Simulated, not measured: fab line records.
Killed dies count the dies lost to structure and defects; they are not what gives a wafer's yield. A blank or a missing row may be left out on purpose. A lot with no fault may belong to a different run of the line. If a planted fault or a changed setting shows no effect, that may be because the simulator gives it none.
fab line records -- flow berkeley_cmos170
[record] lots = 14, wafers = 42, last_day = 14
route steps=331 shown V1@266 V2@301 M3@310
lots that met no fault: from a run of the same line without faults
start_h: start of the lot's first displayed wafer, in hours after the record's first day -- wait_h: hours from the lot's prior step to this one -- " unchanged from the row above -- L1.1+2: one row covering several wafers at once -- - no value, or no start given -- * or withheld: withheld -- < > ~ a bound
route shown NAME@n: names a module that has steps shown in the file, with the first one's number in the route -- usual: average and standard deviation across the fault-free wafers -- same: alike in all rows -- chamber/n: place in a boat -- sites: each site's reading -- _std_site: the standard deviation of these -- _edge_site: inner sites' mean taken away from outer sites' mean -- radius_mm: how far each site lies from the wafer's centre -- mask NAME#n: copy n -- behind: the last tool/chamber to shape the wafer -- hold: reason for holding the lot/hours on hold/outcome of the hold -- device: which transistor (n, p or np) failed to switch -- end of line: tests run on the same wafers once the route is complete -- a step given without rows: its recipe and nothing more -- killed: at the first sort, the dies lost to defects and structure; wafer yield is something else -- map: a wafer's dies, marking killed ones x, the rest . and places with no die _
set.NAME: the setting as run; set.NAME@STEP: as run at that earlier step -- model.NAME: the simulator's own value behind a step, which no gauge read
a sample of lots followed through the steps of the route, with each step as a table and each wafer as a row
services: the hour from which a tool's chamber was out of use, counted from the record's first day as start_h (under 0 if before that day), plus the number of hours and why
[[steps]]
[step UCB170_V1_CD_MEAS_12]
[recipe] target_cd_nm = 700
[usual] cd_nm = 699.8/1.5
lot.wafer,tool,chamber,start_h,wait_h,cd_nm
L562.1,cd_sem-01,-,172.38,-,701.7
L562.4,cd_sem-01,-,172.38,-,701.9
L562.5,cd_sem-01,-,172.38,-,701.5
L566.1,cd_sem-01,-,200.79,-,701.9
L566.2,cd_sem-01,-,200.79,-,701.3
L566.6,cd_sem-01,-,200.79,-,700.9
L565.1,cd_sem-01,-,203.75,-,699.5
L565.3,cd_sem-01,-,203.75,-,701.7
L565.6,cd_sem-01,-,203.75,-,700.9
L569.2,cd_sem-02,-,210.31,-,699.3
L569.4,cd_sem-02,-,210.31,-,699.5
L569.6,cd_sem-02,-,210.31,-,699.3
L570.3,cd_sem-01,-,219.10,-,698.0
L570.4,cd_sem-01,-,219.10,-,697.1
L570.5,cd_sem-01,-,219.10,-,698.1
L572.2,cd_sem-01,-,226.53,-,700.6
L572.5,cd_sem-01,-,226.53,-,700.1
L572.6,cd_sem-01,-,226.53,-,700.0
L575.1,cd_sem-01,-,237.03,-,701.1
L575.2,cd_sem-01,-,237.03,-,701.2
L575.3,cd_sem-01,-,237.03,-,699.7
L573.3,cd_sem-02,-,238.37,-,697.8
L573.4,cd_sem-02,-,238.37,-,699.4
L573.6,cd_sem-02,-,238.37,-,698.8
L574.2,cd_sem-02,-,238.59,-,700.3
L574.5,cd_sem-02,-,238.59,-,700.4
L574.6,cd_sem-02,-,238.59,-,700.5
L576.1,cd_sem-02,-,262.20,-,699.2
L576.4,cd_sem-02,-,262.20,-,698.1
L576.5,cd_sem-02,-,262.20,-,700.2
L577.2,cd_sem-02,-,262.50,-,702.0
L577.4,cd_sem-02,-,262.50,-,700.8
L577.6,cd_sem-02,-,262.50,-,702.3
L578.3,cd_sem-01,-,281.33,-,702.0
L578.4,cd_sem-01,-,281.33,-,699.9
L578.6,cd_sem-01,-,281.33,-,701.7
L579.1,cd_sem-02,-,281.40,-,698.8
L579.2,cd_sem-02,-,281.40,-,697.5
L579.3,cd_sem-02,-,281.40,-,698.5
L585.1,cd_sem-01,-,329.55,-,696.7
L585.4,cd_sem-01,-,329.55,-,697.8
L585.5,cd_sem-01,-,329.55,-,696.0
[step UCB170_V2_EXPOSE_09]
[recipe] mask_id = VIA2, target_cd_nm = 700, na = 0.5, sigma_outer = 0.6, source_shape = conventional, dose_mj = 37
[usual] exposure_dose_mJ_cm2 = 37.19/0.039, focus_offset_nm = 0.0/0.51, na = 0.5/0
lot.wafer,tool,chamber,start_h,wait_h,mask,exposure_dose_mJ_cm2,focus_offset_nm,na
L562.1,krf_scanner-01,0,177.76,0.1,VIA2#0,37.22,0.7,0.5
L562.4,krf_scanner-01,0,177.76,0.1,VIA2#0,37.19,-0.5,0.5
L562.5,krf_scanner-01,0,177.76,0.1,VIA2#0,37.12,0.3,0.5
L566.1,krf_scanner-02,0,205.42,0.2,VIA2#0,37.18,-0.4,0.5
L566.2,krf_scanner-02,0,205.42,0.2,VIA2#0,37.16,0.3,0.5
L566.6,krf_scanner-02,0,205.42,0.2,VIA2#0,37.13,0.2,0.5
L565.1,krf_scanner-02,0,208.69,0.2,VIA2#0,37.21,-0.8,0.5
L565.3,krf_scanner-02,0,208.69,0.2,VIA2#0,37.25,-0.4,0.5
L565.6,krf_scanner-02,0,208.69,0.2,VIA2#0,37.21,-1.0,0.5
L569.2,krf_scanner-01,0,216.25,0.1,VIA2#0,37.14,-0.4,0.5
L569.4,krf_scanner-01,0,216.25,0.1,VIA2#0,37.17,0.1,0.5
L569.6,krf_scanner-01,0,216.25,0.1,VIA2#0,37.21,0.3,0.5
L570.3,krf_scanner-02,0,226.28,0.3,VIA2#0,37.22,0.1,0.5
L570.4,krf_scanner-02,0,226.28,0.3,VIA2#0,37.20,-0.3,0.5
L570.5,krf_scanner-02,0,226.28,0.3,VIA2#0,37.24,-0.3,0.5
L572.2,krf_scanner-02,0,231.13,0.2,VIA2#0,37.22,0.3,0.5
L572.5,krf_scanner-02,0,231.13,0.2,VIA2#0,37.19,0.5,0.5
L572.6,krf_scanner-02,0,231.13,0.2,VIA2#0,37.21,-0.3,0.5
L574.2,krf_scanner-02,0,246.43,0.1,VIA2#0,37.13,-0.8,0.5
L574.5,krf_scanner-02,0,246.43,0.1,VIA2#0,37.21,0.0,0.5
L574.6,krf_scanner-02,0,246.43,0.1,VIA2#0,37.26,0.3,0.5
L573.3,krf_scanner-02,0,246.70,0.1,VIA2#0,37.24,-0.2,0.5
L573.4,krf_scanner-02,0,246.70,0.1,VIA2#0,37.23,-0.8,0.5
L573.6,krf_scanner-02,0,246.70,0.1,VIA2#0,37.25,-1.0,0.5
L575.1,krf_scanner-02,0,246.85,0.1,VIA2#0,37.17,0.2,0.5
L575.2,krf_scanner-02,0,246.85,0.1,VIA2#0,37.20,-0.1,0.5
L575.3,krf_scanner-02,0,246.85,0.1,VIA2#0,37.19,1.0,0.5
L576.1,krf_scanner-02,0,268.58,0.2,VIA2#0,37.21,0.6,0.5
L576.4,krf_scanner-02,0,268.58,0.2,VIA2#0,37.18,-0.1,0.5
L576.5,krf_scanner-02,0,268.58,0.2,VIA2#0,37.21,-0.7,0.5
L577.2,krf_scanner-02,-,268.92,0.1,VIA2#0,-,-,-
L577.4,krf_scanner-02,-,268.92,0.1,VIA2#0,-,-,-
L577.6,krf_scanner-02,-,268.92,0.1,VIA2#0,-,-,-
L578.3,krf_scanner-02,-,288.60,0.1,VIA2#0,-,-,-
L578.4,krf_scanner-02,-,288.60,0.1,VIA2#0,-,-,-
L578.6,krf_scanner-02,-,288.60,0.1,VIA2#0,-,-,-
L579.1,krf_scanner-02,0,288.82,0.1,VIA2#0,37.23,-0.6,0.5
L579.2,krf_scanner-02,0,288.82,0.1,VIA2#0,37.22,-1.1,0.5
L579.3,krf_scanner-02,0,288.82,0.1,VIA2#0,37.19,-1.3,0.5
L585.1,krf_scanner-02,0,334.41,0.3,VIA2#0,37.20,0.5,0.5
L585.4,krf_scanner-02,0,334.41,0.3,VIA2#0,37.24,0.3,0.5
L585.5,krf_scanner-02,0,334.41,0.3,VIA2#0,37.19,0.7,0.5
[step UCB170_M3_SPUTTER_01]
[recipe] material = Al, target_thk_nm = 900, time_s = 120, power_w = 6000, chamber_pressure_pa = 0.5
[usual] throttle_valve_pct = 29.9/1.1
lot.wafer,tool,chamber,start_h,wait_h,throttle_valve_pct
L562.1,pvd_sputter-03,-,179.30,0.0,31.8
L562.4,pvd_sputter-03,-,179.30,0.0,28.7
L562.5,pvd_sputter-03,-,179.30,0.0,30.3
L566.1,pvd_sputter-04,-,206.43,0.0,30.1
L566.2,pvd_sputter-04,-,206.43,0.0,30.2
L566.6,pvd_sputter-04,-,206.43,0.0,30.2
L565.1,pvd_sputter-01,-,210.00,0.0,29.4
L565.3,pvd_sputter-01,-,210.00,0.0,29.4
L565.6,pvd_sputter-01,-,210.00,0.0,31.8
L569.2,pvd_sputter-04,-,217.25,0.0,28.3
L569.4,pvd_sputter-04,-,217.25,0.0,28.5
L569.6,pvd_sputter-04,-,217.25,0.0,30.0
L570.3,pvd_sputter-04,-,227.30,0.0,30.5
L570.4,pvd_sputter-04,-,227.30,0.0,30.5
L570.5,pvd_sputter-04,-,227.30,0.0,29.6
L572.2,pvd_sputter-04,-,232.13,0.0,29.4
L572.5,pvd_sputter-04,-,232.13,0.0,29.5
L572.6,pvd_sputter-04,-,232.13,0.0,30.2
L574.2,pvd_sputter-03,-,247.58,0.0,31.8
L574.5,pvd_sputter-03,-,247.58,0.0,30.1
L574.6,pvd_sputter-03,-,247.58,0.0,29.0
L573.3,pvd_sputter-04,-,248.30,0.0,30.2
L573.4,pvd_sputter-04,-,248.30,0.0,29.6
L573.6,pvd_sputter-04,-,248.30,0.0,28.0
L575.1,pvd_sputter-03,-,248.48,0.0,28.9
L575.2,pvd_sputter-03,-,248.48,0.0,30.1
L575.3,pvd_sputter-03,-,248.48,0.0,31.7
L576.1,pvd_sputter-01,-,269.59,0.0,31.6
L576.4,pvd_sputter-01,-,269.59,0.0,29.6
L576.5,pvd_sputter-01,-,269.59,0.0,29.4
L579.1,pvd_sputter-03,-,289.85,0.0,30.2
L579.2,pvd_sputter-03,-,289.85,0.0,29.1
L579.3,pvd_sputter-03,-,289.85,0.0,31.6
L585.1,pvd_sputter-01,-,335.64,0.0,31.6
L585.4,pvd_sputter-01,-,335.64,0.0,29.6
L585.5,pvd_sputter-01,-,335.64,0.0,31.5
[step UCB170_M3_STRIP_07]
[recipe] chemistry = O2, power_w = 400, pressure_mtorr = 3500, platen_temp_c = withheld, o2_flow_sccm = 400, overash_fraction = 0.5
[usual] drypump_motor_current_A = 5.8/0.56, oes_product_au = 0.734/0.0051, strip_time_to_endpoint_s = 22.00/0.061
lot.wafer,tool,chamber,start_h,wait_h,drypump_motor_current_A,oes_product_au,rf_hours_counter_h,strip_time_to_endpoint_s
L562.1,plasma_asher-04,1,180.01,0.1,5.8,0.740,46,21.95
L562.4,plasma_asher-04,1,180.01,0.1,5.8,0.736,-,21.99
L562.5,plasma_asher-04,1,180.01,0.1,5.8,0.747,-,21.94
L566.1,plasma_asher-02,0,207.16,0.1,6.6,0.735,8,21.95
L566.2,plasma_asher-02,1,207.16,0.1,5.5,0.740,8,21.95
L566.6,plasma_asher-02,1,207.16,0.1,5.5,0.744,-,22.01
L565.1,plasma_asher-02,0,211.51,0.1,6.6,0.732,8,22.08
L565.3,plasma_asher-02,1,211.51,0.1,5.5,0.745,-,22.10
L565.6,plasma_asher-02,1,211.51,0.1,5.5,0.739,-,22.15
L569.2,plasma_asher-04,0,217.96,0.1,5.4,0.731,50,22.05
L569.4,plasma_asher-04,0,217.96,0.1,5.4,0.733,-,22.02
L569.6,plasma_asher-04,0,217.96,0.1,5.4,0.725,-,22.02
L570.3,plasma_asher-01,0,228.05,0.1,4.8,0.737,-,21.95
L570.4,plasma_asher-01,1,228.05,0.1,6.2,0.726,-,22.04
L570.5,plasma_asher-01,1,228.05,0.1,6.2,0.734,-,22.02
L572.2,plasma_asher-01,0,233.12,0.1,4.8,0.738,51,21.98
L572.5,plasma_asher-01,0,233.12,0.1,4.8,0.737,-,22.04
L572.6,plasma_asher-01,1,233.12,0.1,6.2,0.732,-,21.95
L574.2,plasma_asher-01,1,248.55,0.1,6.2,0.737,52,22.01
L574.5,plasma_asher-01,1,248.55,0.1,6.2,0.730,-,22.00
L574.6,plasma_asher-01,0,248.55,0.1,4.8,0.728,-,22.02
L573.3,plasma_asher-02,0,249.05,0.1,6.5,0.737,-,22.04
L573.4,plasma_asher-02,1,249.05,0.1,5.5,0.729,-,22.03
L573.6,plasma_asher-02,1,249.05,0.1,5.5,0.738,-,21.98
L575.1,plasma_asher-04,0,249.19,0.1,5.4,0.738,53,22.01
L575.2,plasma_asher-04,1,249.19,0.1,5.8,0.739,53,21.95
L575.3,plasma_asher-04,0,249.19,0.1,5.4,0.737,-,21.93
L576.1,plasma_asher-02,0,270.30,0.1,6.5,0.732,14,22.04
L576.4,plasma_asher-02,0,270.30,0.1,6.5,0.734,-,22.01
L576.5,plasma_asher-02,0,270.30,0.1,6.5,0.734,-,22.03
L579.1,plasma_asher-04,1,290.69,0.1,5.8,0.742,57,21.89
L579.2,plasma_asher-04,0,290.69,0.1,5.4,0.734,57,21.95
L579.3,plasma_asher-04,1,290.69,0.1,5.7,0.736,-,21.96
L585.1,plasma_asher-02,1,336.49,0.1,5.4,0.733,22,22.11
L585.4,plasma_asher-02,0,336.49,0.1,6.5,0.734,-,22.18
L585.5,plasma_asher-02,1,336.49,0.1,5.4,0.729,-,22.11
[[services]]
tool,chamber,start_h,hours,kind
pvd_sputter-01,-,156.27,14.3,repair
krf_scanner-01,-,156.61,1.8,repair
pvd_sputter-03,-,174.92,0.8,repair
krf_scanner-02,-,198.41,1.3,pm
krf_scanner-02,0,207.05,-,calibration
krf_scanner-01,-,207.42,1.3,pm
pvd_sputter-03,-,213.33,4.5,repair
krf_scanner-01,0,221.04,-,calibration
krf_scanner-01,-,222.79,11.6,pm
pvd_sputter-01,-,238.59,15.7,repair
krf_scanner-02,-,241.08,1.0,pm
plasma_asher-01,-,263.73,15.1,repair
krf_scanner-01,-,267.66,2.8,repair
krf_scanner-01,-,268.39,6.0,repair
krf_scanner-01,-,276.39,1.0,pm
plasma_asher-01,-,276.76,28.4,repair
krf_scanner-01,-,279.96,4.4,pm
pvd_sputter-04,-,300.67,1.6,repair
krf_scanner-02,-,304.30,3.6,pm
plasma_asher-01,-,305.20,31.5,pm
krf_scanner-01,-,307.86,0.8,pm
krf_scanner-02,-,308.61,4.0,pm
plasma_asher-04,-,323.24,15.2,repair
pvd_sputter-04,-,335.19,1.9,repair
[[key]]
[first_sign] step = UCB170_V2_EXPOSE_09, reading = tool_record, direction = missing
effect none on later readings
met_at UCB170_V2_EXPOSE_09
struck_lots L577,L578
later_rows_left_out L577.2,L577.4,L577.6,L578.3,L578.4,L578.6
sort_left_out L577.2,L577.4,L577.6,L578.3,L578.4,L578.6
not_acting_at UCB170_V1_CD_MEAS_12,UCB170_M3_SPUTTER_01,UCB170_M3_STRIP_07
onset_between 268.58 268.92
[fault] kind = skipped_step_whole, tool = krf_scanner-02, chamber = -, onset_h = 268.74, steps = UCB170_V2_EXPOSE_09, scope = struck_lots_only
// sort_left_out: the simulated sort isn't trusted on such a fault, so these wafers' sort isn't shown, and their yield isn't known
// later_rows_left_out: the simulator's readings of these wafers behind a module that went badly wrong aren't trusted and aren't shown, but for the sort
